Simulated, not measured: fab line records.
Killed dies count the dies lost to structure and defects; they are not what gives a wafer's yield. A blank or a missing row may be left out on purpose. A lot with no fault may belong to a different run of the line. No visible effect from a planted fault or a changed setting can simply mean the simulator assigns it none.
A lot that was struck, set against a sound lot / flow berkeleyCmos170 / 20 steps out of a route of 331
Sound: wafers L802.3, L802.4, L802.6. Struck: wafers L800.3, L800.5, L800.6. The cause is named last.
For every step that has rows: the tool of each side, followed by ch and its chambers, followed by its first start. Under that, the readings that differ: sound wafers / struck wafers / difference of the means / sigmas: that difference in standard deviations of wafers without a fault.
alike: a reading whose means differ by less than 2 such deviations, as well as words and numbers matching on both sides. not compared: withheld readings; readings where some wafer has no value; bounds like >300 that might hide an equal value; numbers whose values overlap and for which the record gives no deviation.
Wherever a step has rows on one side only, a row that says differs or no value, or a row with sigmas, the two part there. Numbers that don't overlap but have no deviation are shown without sigmas and don't part them. Lack of a reading on every wafer of one side parts them only where that side has two or more wafers.

UCB170_M3_SPUTTER_01: material Al, target thk 900 nm, time 120 s.
  sound on pvdSputter-01, day 8 22:58; struck on pvdSputter-02, day 9 13:19
  alike: chamberPressurePa, throttleValvePct
UCB170_M3_RS_MEAS_02: uses a four-point probe to measure.
  sound on filmMetro-03, day 8 23:06; struck on filmMetro-01, day 9 13:26
  alike: M3_AL_RS
UCB170_M3_THK_MEAS_03: measures by xrf.
  sound on filmMetro-03, day 8 23:12; struck on filmMetro-01, day 9 13:32
  alike: M3_AL_THK
then, 3 steps without rows for these wafers: UCB170_M3_HMDS_04 (prime time 60 s); UCB170_M3_COAT_05 (resist thk 900 nm); UCB170_M3_SOFTBAKE_06 (time 60 s).
UCB170_M3_STRIP_07: strips in O2.
  sound on plasmaAsher-04 ch 0,1, day 8 23:44; struck on plasmaAsher-01 ch 0,1, day 9 14:04
reading=stripTimeToEndpointS (s); sound=21.95 21.92 22.01; struck=22.10 22.08 22.11; difference=+0.14; sigmas=+2
  alike: drypumpMotorCurrentA, o2FlowSccm, oesProductAu
  not compared: rfHoursCounterH
then, 5 steps without rows for these wafers: UCB170_M3_STRIP_08 (strips KrF in DMSO, time 600 s); UCB170_M3_COAT_09; UCB170_M3_COAT_10 (resist thk 900 nm); UCB170_M3_SOFTBAKE_11 (time 60 s); UCB170_M3_EXPOSE_12 (exposes mask METAL3, target cd 700 nm).
UCB170_M3_PEB_13:
  sound on lithoTrack-01 ch 0, day 9 03:30; struck on lithoTrack-02 ch 0, day 9 14:55
reading=heaterPowerTotalW (W); sound=56.83 56.82 56.83; struck=56.41 56.40 56.42; difference=-0.42; sigmas=-9
reading=plateTempC (C); sound=129.87 130.08 129.85; struck=129.07 129.17 129.46; difference=-0.70; sigmas=-5
UCB170_M3_DEVELOP_14: develop time 45 s.
  sound: lithoTrack-01 ch 0; struck: lithoTrack-02 ch 0
reading=model.M3.cdNm (nm); sound=699.8 701.7 700.4; struck=706 706.1 705.7; difference=+5; sigmas=
UCB170_M3_CD_MEAS_15: the cd target is 700 nm.
  sound on cdSem-01, day 9 03:46; struck on cdSem-01, day 9 15:11
reading=cdNm (nm); sound=699.9 702.2 700.1; struck=706.1 705.8 705.5; difference=+5.1; sigmas=+4
UCB170_M3_OVL_MEAS_16:
  sound on overlay-01, day 9 03:52; struck on overlay-01, day 9 15:16
  alike: M3_OVL
UCB170_M3_ETCH_17: etches BARC in N2/H2.
  sound on rieDiel-01 ch 1,2, day 9 03:53; struck on rieDiel-02 ch 1,2,3, day 9 15:18
  alike: drypumpMotorCurrentA, oesProductAu, throttleValvePct
UCB170_M3_METAL_ETCH_18: etches Al in Cl2/BCl3, stops on SiO2, target depth 1170 nm, time 195 s.
  sound on rieMetal-02 ch 1, day 9 04:03; struck on rieMetal-03 ch 0,1, day 9 15:24
reading=drypumpMotorCurrentA (A); sound=4.7 4.7 4.7; struck=5.7 5.7 5.5; difference=+0.9; sigmas=+2
  alike: oesProductAu, throttleValvePct
  not compared: rfHoursCounterH, model.M3.cdNm
UCB170_M3_STRIP_19: strips in O2.
  sound on plasmaAsher-04 ch 0,1, day 9 04:20; struck on plasmaAsher-03 ch 0,1, day 9 15:34
reading=oesProductAu (a.u.); sound=0.521 0.519 0.494; struck=0.570 0.570 0.562; difference=+0.056; sigmas=+3
  alike: drypumpMotorCurrentA, o2FlowSccm
  not compared: rfHoursCounterH
UCB170_M3_PROBE_99:
  record: rows for the struck wafers here (prober-01, day 9 15:58), none for the sound ones

WHERE THEY PART
At UCB170_M3_STRIP_07 first; at UCB170_M3_PROBE_99 last (within this record only).

WHY: what had been put in by the simulator
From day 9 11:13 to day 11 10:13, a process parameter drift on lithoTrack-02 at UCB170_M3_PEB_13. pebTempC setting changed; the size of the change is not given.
